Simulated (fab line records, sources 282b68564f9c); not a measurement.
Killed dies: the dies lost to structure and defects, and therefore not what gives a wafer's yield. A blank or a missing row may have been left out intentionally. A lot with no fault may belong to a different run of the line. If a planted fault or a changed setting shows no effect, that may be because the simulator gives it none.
Problem report in the 8D (eight disciplines) form, filled by code + flow ritCmos + the parts of the form that need people (team, actions taken, sign-off) are left out

1. THE ISSUE
At RIT_SPACER_ETCHBACK_05, runLengthS averages 171.8 s over 6 wafers from 2 lots, while fault-free wafers read 268.2 s, standard deviation 0.44. So: -99 or more standard deviations from the usual mean.
The step: etches Si3N4 in SF6/CHF3, stops on SiO2, target depth 250 nm, time 240 s.
Seen first at day 6 01:55 on rieDiel-02, wafer L296.4. The record holds 18 wafers of 6 lots with a number at this step. By rule, "out" or "out of limits" means more than 4 standard deviations away from the usual mean. The other wafers with a number count as sound.

2. WHAT IT IS AND WHAT IT IS NOT
| question                    | is                       | is not                                                                   |
|-----------------------------|--------------------------|--------------------------------------------------------------------------|
| which readings at this step | runLengthS, oesProductAu | SF6_flow_sccm, chamberPressureMTorr, drypumpMotorCurrentA                |
| which lots                  | L296, L297               | L283, L295, L303, L304                                                   |
| which wafers of those lots  | all that have a number   | -                                                                        |
| read on which tools         | rieDiel-02               | rieDiel-03, rieDiel-04                                                   |
| when                        | from day 6 01:55         | up to then (6 sound wafers); but 6 sound wafers of L303, L304 came after |

3. SUSPECTS, AND WHAT RULES EACH OUT
Counting: a tool stays on the suspect list if, at a process step up to the reading, it processed all lots that are out and no sound lot following the first of them.
- rieDiel-02 at RIT_SPACER_ETCHBACK_05 (etches Si3N4 in SF6/CHF3, stops on SiO2, target depth 250 nm, time 240 s): kept. All lots that are out passed through it, beginning with L296 at day 6 01:55, and no sound lot followed; its final sound lot before that point was L283 at day 3 08:01. On those wafers its own readings are out: oesProductAu, runLengthS.
Remaining after the count: rieDiel-02 at RIT_SPACER_ETCHBACK_05.

4. THE CAUSE (what the simulator had put in)
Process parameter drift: rieDiel-02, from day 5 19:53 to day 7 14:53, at RIT_SPACER_ETCHBACK_05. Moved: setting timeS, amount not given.
The count eliminated every tool but this one.

5. THE EFFECT CHAIN, in route order
Rows list readings where the struck wafers' mean (over those with a number) sits beyond 3 standard deviations from the usual. Readings are gone through only where the record gives a usual standard deviation; hours: the median, over the lots, of the time from a lot's start at the first step in this table giving one to that lot's start at this step; sigmas: the change measured in usual standard deviations.
| hours | step                   | reading      | usual      | on struck wafers | change | sigmas      |
|-------|------------------------|--------------|------------|------------------|--------|-------------|
| 0     | RIT_SPACER_ETCHBACK_05 | oesProductAu | 0.842 a.u. | 0.988            | +0.146 | +8.1        |
| 0     | RIT_SPACER_ETCHBACK_05 | runLengthS   | 268.2 s    | 171.8            | -96.4  | -99 or more |
The process steps in it:
- RIT_SPACER_ETCHBACK_05: etches Si3N4 in SF6/CHF3, stops on SiO2, target depth 250 nm, time 240 s.

6. WHAT WOULD HAVE CAUGHT IT SOONER
The fault began at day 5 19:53; the first out-of-limits reading in this record came at day 6 01:55, 6 hours later.
